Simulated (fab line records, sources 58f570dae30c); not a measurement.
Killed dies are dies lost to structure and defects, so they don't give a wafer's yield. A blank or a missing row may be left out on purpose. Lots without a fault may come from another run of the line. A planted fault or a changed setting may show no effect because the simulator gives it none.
Which tool did it? | flow berkeley_cmos170 | 16 lots, 48 wafers sampled, at 4 steps of a route of 331

WHAT THE GAUGES READ, wafer by wafer
UCB170_ACTIVE_OVL_MEAS_14. Usual: ACTIVE_OVL -3 nm, standard deviation 5.7.
lot  | measured    | on         | ACTIVE_OVL (nm) | flag
L442 | day 4 02:10 | overlay-02 | -4 -3 1         |
L443 | day 4 01:42 | overlay-01 | -5 1 0          |
L445 | day 4 18:40 | overlay-01 | 2 0 -5          |
L446 | day 5 04:58 | overlay-02 | -3 -3 -3        |
L450 | day 5 22:46 | overlay-02 | 4 -10 -6        |
L451 | day 6 08:13 | overlay-02 | 0 -5 -4         |
L452 | day 6 13:07 | overlay-01 | 0 -7 -1         |
L453 | day 6 13:16 | overlay-02 | -10 -8 -9       |
L455 | day 6 19:29 | overlay-02 | -7 -7 -3        |
L454 | day 6 19:14 | overlay-01 | -1 1 7          |
L456 | day 7 08:06 | overlay-02 | -4 -5 -5        |
L457 | day 7 16:37 | overlay-02 | -3 -7 -4        |
L459 | day 8 01:55 | overlay-01 | 2 -1 -3         |
L461 | day 8 02:10 | overlay-02 | 4 -1 7          |
L464 | day 8 17:52 | overlay-01 | -8 -16 -8       |
L463 | day 8 17:38 | overlay-02 | -3 8 9          |

UCB170_FIELD_THK_MEAS_91. Usual: FIELD_OXIDE_LEFT_2_THK 355 nm, standard deviation 9.5.
lot  | measured     | on            | FIELD_OXIDE_LEFT_2_THK (nm) | flag
L442 | day 5 10:04  | film_metro-01 | 338 347 343                 |
L443 | day 5 10:04  | film_metro-03 | 354 360 355                 |
L445 | day 6 07:43  | film_metro-04 | 364 359 362                 |
L446 | day 6 16:14  | film_metro-03 | 353 369 371                 |
L450 | day 7 13:49  | film_metro-01 | 345 361 352                 |
L451 | day 7 18:02  | film_metro-04 | 351 363 364                 |
L452 | day 8 01:42  | film_metro-03 | 353 355 367                 |
L453 | day 8 02:09  | film_metro-03 | 351 350 353                 |
L455 | day 8 08:13  | film_metro-01 | 359 371 353                 |
L454 | day 8 08:43  | film_metro-03 | 346 346 338                 |
L456 | day 8 23:31  | film_metro-03 | 344 347 346                 |
L457 | day 9 00:02  | film_metro-04 | 353 358 352                 |
L459 | day 9 11:53  | film_metro-04 | 360 372 364                 |
L461 | day 9 11:53  | film_metro-03 | 349 354 351                 |
L464 | day 10 03:16 | film_metro-04 | 340 340 342                 |
L463 | day 10 03:16 | film_metro-01 | 350 356 351                 |

WHICH TOOL RAN EACH LOT (tool, then ch and the chambers of the sampled wafers, then the start)
lot  | UCB170_NWELL_EXPOSE_09           | UCB170_PVT_STRIP_08
L442 | krf_scanner-01 ch 0, day 2 03:43 | plasma_asher-01 ch 0,1, day 5 09:46
L443 | krf_scanner-01 ch 0, day 2 03:50 | plasma_asher-03 ch 0,1, day 5 09:23
L445 | krf_scanner-01 ch 0, day 2 19:59 | plasma_asher-03 ch 0,1, day 6 07:19
L446 | krf_scanner-01 ch 0, day 3 06:27 | plasma_asher-02 ch 1, day 6 16:00
L450 | krf_scanner-02 ch 0, day 4 06:20 | plasma_asher-01 ch 0,1, day 7 13:35
L451 | krf_scanner-01 ch 0, day 4 06:37 | plasma_asher-03 ch 0,1, day 7 17:49
L452 | krf_scanner-02 ch 0, day 4 12:22 | plasma_asher-01 ch 0,1, day 8 01:19
L453 | krf_scanner-02 ch 0, day 4 12:28 | plasma_asher-02 ch 1, day 8 01:45
L455 | krf_scanner-01 ch 0, day 4 20:03 | plasma_asher-03 ch 0, day 8 07:58
L454 | krf_scanner-01 ch 0, day 4 20:11 | plasma_asher-02 ch 1, day 8 08:29
L456 | krf_scanner-02 ch 0, day 5 03:51 | plasma_asher-01 ch 0,1, day 8 23:16
L457 | krf_scanner-01 ch 0, day 5 11:50 | plasma_asher-02 ch 0,1, day 8 23:44
L459 | krf_scanner-01 ch 0, day 6 02:46 | plasma_asher-03 ch 0,1, day 9 09:27
L461 | krf_scanner-01 ch 0, day 6 08:49 | plasma_asher-02 ch 0,1, day 9 10:10
L464 | krf_scanner-02 ch 0, day 6 19:33 | plasma_asher-02 ch 0,1, day 10 01:50
L463 | krf_scanner-01 ch 0, day 6 19:57 | plasma_asher-01 ch 0,1, day 10 01:29
- UCB170_NWELL_EXPOSE_09: exposes mask NWELL, target cd 3000 nm.
- UCB170_PVT_STRIP_08: strips in O2.

WHAT THE TOOLS THEMSELVES READ (means of the sampled wafers that have a number; where no wafer has one, the mark that the record gives instead)
UCB170_NWELL_EXPOSE_09. Usual: exposure_dose_mJ_cm2 25.001, standard deviation 0.024.
lot  | tool           | exposure_dose_mJ_cm2 | flag
L442 | krf_scanner-01 | 25.004               |
L443 | krf_scanner-01 | 24.983               |
L445 | krf_scanner-01 | 24.992               |
L446 | krf_scanner-01 | 25.032               |
L450 | krf_scanner-02 | 24.997               |
L451 | krf_scanner-01 | 24.999               |
L452 | krf_scanner-02 | 24.986               |
L453 | krf_scanner-02 | 24.984               |
L455 | krf_scanner-01 | 25.001               |
L454 | krf_scanner-01 | 25.010               |
L456 | krf_scanner-02 | 25.016               |
L457 | krf_scanner-01 | 27.291               | OFF
L459 | krf_scanner-01 | 27.284               | OFF
L461 | krf_scanner-01 | 27.269               | OFF
L464 | krf_scanner-02 | 24.991               |
L463 | krf_scanner-01 | 27.275               | OFF

UCB170_PVT_STRIP_08. Usual: drypump_motor_current_A 5.5 A, standard deviation 0.57; oes_product_au 0.734 a.u., standard deviation 0.0048; strip_time_to_endpoint_s 21.66 s, standard deviation 0.06.
lot  | tool            | drypump_motor_current_A (A) | oes_product_au (a.u.) | strip_time_to_endpoint_s (s) | flag
L442 | plasma_asher-01 | 5.1                         | 0.737                 | 21.69                        |
L443 | plasma_asher-03 | 5.3                         | 0.734                 | 21.53                        |
L445 | plasma_asher-03 | 5.6                         | 0.733                 | 21.64                        |
L446 | plasma_asher-02 | 6.4                         | 0.735                 | 21.62                        |
L450 | plasma_asher-01 | 5.5                         | 0.733                 | 21.66                        |
L451 | plasma_asher-03 | 5.6                         | 0.737                 | 21.66                        |
L452 | plasma_asher-01 | 5.5                         | 0.736                 | 21.69                        |
L453 | plasma_asher-02 | 6.5                         | 0.735                 | 21.66                        |
L455 | plasma_asher-03 | 5.1                         | 0.731                 | 21.67                        |
L454 | plasma_asher-02 | 6.4                         | 0.739                 | 21.63                        |
L456 | plasma_asher-01 | 5.5                         | 0.736                 | 21.58                        |
L457 | plasma_asher-02 | 6.2                         | 0.734                 | 21.69                        |
L459 | plasma_asher-03 | 5.3                         | 0.736                 | 21.74                        |
L461 | plasma_asher-02 | 5.8                         | 0.731                 | 21.67                        |
L464 | plasma_asher-02 | 5.9                         | 0.735                 | 21.64                        |
L463 | plasma_asher-01 | 5.5                         | 0.734                 | 21.65                        |

THE ANSWER, worked out from the rows above alone
Rule: a lot is off if the mean of its wafers that have a number lies more than 3 standard deviations from the usual mean. A lot without any number at a reading at which 4 lots or more have one is off too. The other lots that the step has rows for count as sound. The gauges are gone through in route order, then the tools' own readings, and for those a lot's mean is taken as printed above. The first step at which some lot is off is used, and at that step the reading that is off furthest; a lot without a number counts as furthest.
Off: L457, L459, L461, L463, at UCB170_NWELL_EXPOSE_09 (exposure_dose_mJ_cm2).
A tool fits if, at that step or a process step before it, it ran every lot that is off, and no sound lot after the first of them. One fits: krf_scanner-01 at UCB170_NWELL_EXPOSE_09. Its last sound lot is L454 (day 4 20:11), its first lot that is off L457 (day 5 11:50): a fault that began between those two fits.
The tool's own readings at UCB170_NWELL_EXPOSE_09 bear it out: on the lots that are off they differ by more than 5 times the standard deviation of the sound lots' means. exposure_dose_mJ_cm2 reads 27.280 there against 25.000 on the sound lots.

WHAT THE SIMULATOR HAD PUT IN
Process parameter drift: krf_scanner-01, from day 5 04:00 on, at UCB170_NWELL_EXPOSE_09. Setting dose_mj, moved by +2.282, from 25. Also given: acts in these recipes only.
Lots struck among those shown: L457, L459, L461, L463. The rule above found the same.
